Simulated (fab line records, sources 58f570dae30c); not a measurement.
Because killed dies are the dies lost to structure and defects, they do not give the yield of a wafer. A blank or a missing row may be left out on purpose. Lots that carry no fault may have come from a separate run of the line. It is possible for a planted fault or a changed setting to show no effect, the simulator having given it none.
The same fault as seen by 2 desks :: flow berkeley-cmos170 :: each desk has only its own numbers; what lay behind them comes last

FROM THE METROLOGY DESK
What the gauges read for every lot (on any tool): the sampled wafers with a number, averaged. Marked OUT: a lot whose mean sits more than 4 standard deviations from the usual mean, which makes it out of limits; the brackets give that distance.
Columns: A = PVT_TW at UCB170_PVT_TW_MEAS_09, usual 510.1; B = SPACER_TEOS_THK at UCB170_SPACER_THK_MEAS_01, usual 361 nm; C = PSD_TW at UCB170_PSD_TW_MEAS_10, usual 2330
lot: L642
first seen here: day 6 22:07
A: 512.1
B: 359
C: 2334

lot: L641
first seen here: day 6 22:09
A: 507.3
B: 365
C: 2337

lot: L644
first seen here: day 7 09:16
A: 508.3
B: 353
C: 2322

lot: L643
first seen here: day 7 09:32
A: 508.1
B: 358
C: 2319

lot: L645
first seen here: day 7 09:47
A: 514.3
B: 362
C: 2334

lot: L647
first seen here: day 7 20:40
A: 510.6
B: 364
C: 2335

lot: L646
first seen here: day 7 20:52
A: 507.8
B: 360
C: 2333

lot: L648
first seen here: day 8 09:17
A: 507.9
B: 358
C: 2310

lot: L649
first seen here: day 8 20:49
A: 509.3
B: 253 (-22) OUT
C: 2323

lot: L650
first seen here: day 8 21:00
A: 508.7
B: 354
C: 2313

lot: L653
first seen here: day 10 00:05
A: 513.2
B: 251 (-23) OUT
C: 2342

lot: L656
first seen here: day 10 00:28
A: 509.4
B: 359
C: 2311

lot: L661
first seen here: day 10 16:59
A: 509.0
B: 359
C: 2362

lot: L660
first seen here: day 10 17:13
A: 514.1
B: 362
C: 2344
This desk's result: L649, L653 out of limits, first on L649 (SPACER_TEOS_THK at UCB170_SPACER_THK_MEAS_01), day 10 00:44. In limits: L642, L641, L644, L643, L645, L647, L646, L648, L650, L656, L661, L660.

FOR THE TOOL OWNER'S DESK: pecvd-03
The tool's own readings at UCB170_SPACER_CVD_00 (deposits SiO2 from TEOS/O2, target thk 376 nm, time 45.16 s): means of the sampled wafers that have a number, for each lot that ran on this tool. Marked OUT: a lot whose mean sits more than 4 standard deviations from the usual mean, which makes it out of limits; the brackets give that distance.
Columns: A = heater-power-w at UCB170_SPACER_CVD_00, usual 286 W
lot: L645
first seen here: day 8 09:23
A: 295

lot: L647
first seen here: day 8 17:30
A: 354

lot: L648
first seen here: day 9 07:29
A: 306

lot: L649
first seen here: day 10 00:41
A: 322

lot: L653
first seen here: day 10 20:29
A: 318
Finding of this desk: none of the 5 lots has anything out of limits.

PUT TOGETHER
An alarm was possible from the metrology desk at day 10 00:44, on L649, L653.
The tool owner's desk saw nothing out of limits.
On record at the tool owner's desk: L649, L653, within its limits.
UCB170_SPACER_CVD_00 was run on pecvd-03 by each of the lots named.

WHAT THE SIMULATOR HAD PUT IN
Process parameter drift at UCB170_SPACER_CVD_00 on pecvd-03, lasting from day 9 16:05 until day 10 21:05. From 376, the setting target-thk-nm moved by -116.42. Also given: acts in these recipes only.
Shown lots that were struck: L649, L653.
Hours from the fault's start to each desk's first reading out of limits: the metrology desk, 9.
